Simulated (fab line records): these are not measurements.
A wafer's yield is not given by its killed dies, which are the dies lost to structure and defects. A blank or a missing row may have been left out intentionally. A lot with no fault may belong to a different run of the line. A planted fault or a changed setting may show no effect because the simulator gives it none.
The tool behind it: which one? :: flow rit cmos :: 7 lots (21 wafers sampled), 1 step of a 202-step route

== WHAT EACH GAUGE READ, for each wafer ==
RIT_SILICIDE_RS_MEAS_02: measures by four-point-probe.
lot: L388
measured: day 3 07:21
on: film metro-03
SILICIDE_TI_RS (ohm/sq): 48.7 47.7 48.7

lot: L391
measured: day 3 22:19
on: film metro-04
SILICIDE_TI_RS (ohm/sq): 47.7 49.2 47.7

lot: L393
measured: day 4 10:30
on: film metro-04
SILICIDE_TI_RS (ohm/sq): 49.2 48.0 48.6

lot: L395
measured: day 4 19:26
on: film metro-04
SILICIDE_TI_RS (ohm/sq): 48.0 48.8 48.0

lot: L398
measured: day 5 10:23
on: film metro-04
SILICIDE_TI_RS (ohm/sq): 48.0 48.2 48.1

lot: L400
measured: day 5 20:13
on: film metro-04
SILICIDE_TI_RS (ohm/sq): 48.3 47.4 48.0

lot: L407
measured: day 7 07:26
on: film metro-03
SILICIDE_TI_RS (ohm/sq): 47.6 48.1 46.9

== TOOL THAT RAN EACH LOT (tool first, then ch and the chambers of the sampled wafers, then the start) ==
The record holds no process step before these readings.

== THE ANSWER, worked out from the rows above alone ==
Rule: the lots themselves supply what counts as usual. Put in order of their means at a reading, lots are off if they are a third of the lots or fewer, leave a main group of 4 or more, and stand apart from it by a gap of 3 or more times the standard deviation of the main group's means; of several such gaps the widest counts. Not used: any main group whose means are identical at the precision the tables above print for the reading. A lot without any number at a reading at which 4 lots or more have one is off too. All remaining lots with rows at the step are treated as sound.
No lot is off on any of the readings shown, so nothing can be concluded from this.

== WHAT THE SIMULATOR HAD INSERTED ==
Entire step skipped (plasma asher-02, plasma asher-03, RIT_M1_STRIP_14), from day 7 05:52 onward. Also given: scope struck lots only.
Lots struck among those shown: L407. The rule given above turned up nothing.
